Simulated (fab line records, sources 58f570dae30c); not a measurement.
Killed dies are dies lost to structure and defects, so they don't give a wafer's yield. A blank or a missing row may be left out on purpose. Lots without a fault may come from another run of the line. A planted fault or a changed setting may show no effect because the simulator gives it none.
Which tool did it? | flow berkeley_cmos170 | 7 lots, 21 wafers sampled, at 2 steps of a route of 331

WHAT THE GAUGES READ, wafer by wafer
UCB170_GATE_THK_MEAS_05.
lot  | measured     | on            | GATE_POLY_THK (nm)
L356 | day 6 14:29  | film_metro-04 | 212.7 212.2 213.4
L357 | day 6 14:33  | film_metro-04 | 214.2 214.1 214.4
L361 | day 7 11:23  | film_metro-02 | 212.1 209.4 209.6
L364 | day 7 22:59  | film_metro-04 | 212.0 211.5 210.5
L366 | day 8 01:45  | film_metro-04 | 216.0 217.7 215.9
L372 | day 9 19:17  | film_metro-02 | 233.1 232.2 231.5
L378 | day 11 07:19 | film_metro-01 | 217.5 215.8 217.0

WHICH TOOL RAN EACH LOT (tool, then ch and the chambers of the sampled wafers, then the start)
lot  | UCB170_GATE_CVD_04
L356 | lpcvd-02 ch 1, day 6 13:05
L357 | lpcvd-02 ch 1, day 6 13:05
L361 | lpcvd-01 ch 0, day 7 09:59
L364 | lpcvd-01 ch 0, day 7 21:35
L366 | lpcvd-02 ch 1, day 8 00:20
L372 | lpcvd-02 ch 1, day 9 17:50
L378 | lpcvd-01 ch 1, day 11 05:12
- UCB170_GATE_CVD_04: deposits poly-Si from SiH4, time 1440 s, target thk 214 nm.

THE ANSWER, worked out from the rows above alone
Rule: what is usual is taken from the lots themselves. Put in order of their means at a reading, lots are off if they are a third of the lots or fewer, leave a main group of 4 or more, and stand apart from it by a gap of 3 or more times the standard deviation of the main group's means; of several such gaps the widest counts. A main group whose means are all the same, to the digits that the tables above print for the reading, isn't used. A lot without any number at a reading at which 4 lots or more have one is off too. The other lots that the step has rows for count as sound.
Off: L372, at UCB170_GATE_THK_MEAS_05 (GATE_POLY_THK). The main group: mean 213.7 nm, standard deviation 2.4.
A tool fits if, at a process step before that reading, it ran every lot that is off, and no sound lot after the first of them. The gauges at UCB170_GATE_THK_MEAS_05 are tried like those tools. Can't be told from this: 2 tools fit, lpcvd-02 at UCB170_GATE_CVD_04, film_metro-02 at UCB170_GATE_THK_MEAS_05.

WHAT THE SIMULATOR HAD PUT IN
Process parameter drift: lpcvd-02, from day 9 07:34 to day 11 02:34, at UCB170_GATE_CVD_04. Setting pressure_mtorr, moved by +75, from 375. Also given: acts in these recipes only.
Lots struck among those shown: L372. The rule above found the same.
